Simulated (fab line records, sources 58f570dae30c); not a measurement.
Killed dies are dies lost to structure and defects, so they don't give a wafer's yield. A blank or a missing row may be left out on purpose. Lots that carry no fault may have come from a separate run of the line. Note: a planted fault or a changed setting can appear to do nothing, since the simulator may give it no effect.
8D (eight disciplines) problem report, filled in by code | flow berkeleyCmos170 | the parts of the form that need people (team, actions taken, sign-off) are left out

1. WHAT WENT WRONG
Across 6 wafers from 2 lots, NWELL_NITRIDE_THK at UCB170_NWELL_THK_MEAS_05 averages 184.3 nm, while fault-free wafers read 223.6 nm with a standard deviation of 2.2. Measured from the usual mean, that is -18 standard deviations.
Seen first at day 6 17:00 on filmMetro-01, wafer L455.1. The record holds 42 wafers of 14 lots with a number at this step. The rule behind "out" and "out of limits": a value lying over 4 standard deviations away from the usual mean. The rest of the wafers with a number are treated as sound.

2. WHAT IT IS, WHAT IT ISN'T
question                    | is                         | is not
which readings at this step | NWELL_NITRIDE_THK          | -
which lots                  | L455, L456                 | L435, L436, L438, L439, L440, L441, L443, L444, L445, L447, L452, L458
which wafers of those lots  | all that have a number     | -
read on which gauges        | filmMetro-01, filmMetro-03 | filmMetro-02
when                        | from day 6 17:00           | up to then (33 sound wafers); but 3 sound wafers of L458 came after

3. SUSPECTS, AND WHAT RULES EACH OUT
Counting: any tool at a process step up to the reading is kept as a suspect provided that every lot that is out went through it and no sound lot did after the first of them.
- the gauge at UCB170_NWELL_THK_MEAS_05: ruled out. Those wafers that are out were read across 2 gauges (filmMetro-01, filmMetro-03).
- lpcvd-01 at UCB170_NWELL_CVD_04 (deposits Si3N4 from SiH2Cl2/NH3, target thk 224 nm, time 3360 s): kept. It processed each lot that is out, first L455 at day 6 15:04, and no sound lot thereafter; up to then, the last sound lot it processed was L447 at day 4 19:21. Its own readings are out on those wafers: pressureMtorr.
Remaining after the count: lpcvd-01 at UCB170_NWELL_CVD_04.

4. THE CAUSE (what the simulator had put in)
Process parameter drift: lpcvd-01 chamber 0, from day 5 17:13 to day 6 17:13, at UCB170_NWELL_CVD_04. Setting pressureMtorr, moved by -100, from 200. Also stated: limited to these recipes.
After counting, this tool was the only one left.

5. SEQUENCE OF EFFECTS, ordered by route
Rows list readings where the struck wafers' mean (over those with a number) sits beyond 3 standard deviations from the usual. Scope: only readings with a usual standard deviation given in the record; hours: median across lots of the time from each lot's start at the first step in this table that gives one to its start at this step; sigmas: change in usual standard deviations.
hours | step                     | reading           | usual       | on struck wafers | change | sigmas
0     | UCB170_NWELL_CVD_04      | pressureMtorr     | 200.0 mTorr | 100.3            | -99.7  | -99 or more
2     | UCB170_NWELL_THK_MEAS_05 | NWELL_NITRIDE_THK | 223.6 nm    | 184.3            | -39.3  | -18
3     | UCB170_NWELL_ETCH_13     | oesProductAu      | 0.937 a.u.  | 0.837            | -0.100 | -5.9
It contains these process steps:
- UCB170_NWELL_CVD_04: deposits Si3N4 from SiH2Cl2/NH3, target thk 224 nm, time 3360 s.
- UCB170_NWELL_ETCH_13: etches Si3N4 in CH3F/Ar/O2, stops on SiO2, target depth 246.4 nm, time 154 s.
At these later measuring or inspecting steps, every struck wafer for which the step has a row has a number for every such reading, and none has moved that far: UCB170_PWELL_THK_MEAS_03, UCB170_PFIELD_TW_MEAS_09.

6. WHAT WOULD HAVE CAUGHT IT SOONER
24 hours passed between the start of the fault at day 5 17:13 and the first reading out of limits at a measuring or inspecting step in this record, taken at day 6 17:00.
Tool's own readings at UCB170_NWELL_CVD_04, pressureMtorr: out on all struck wafers the step has rows for; an alarm limit on them would have tripped on the first.
By day 6 17:00 the whole set of lots that are out, 2 in number, had already begun UCB170_NWELL_CVD_04 on lpcvd-01. None of them would have been spared by holding the tool at that moment.
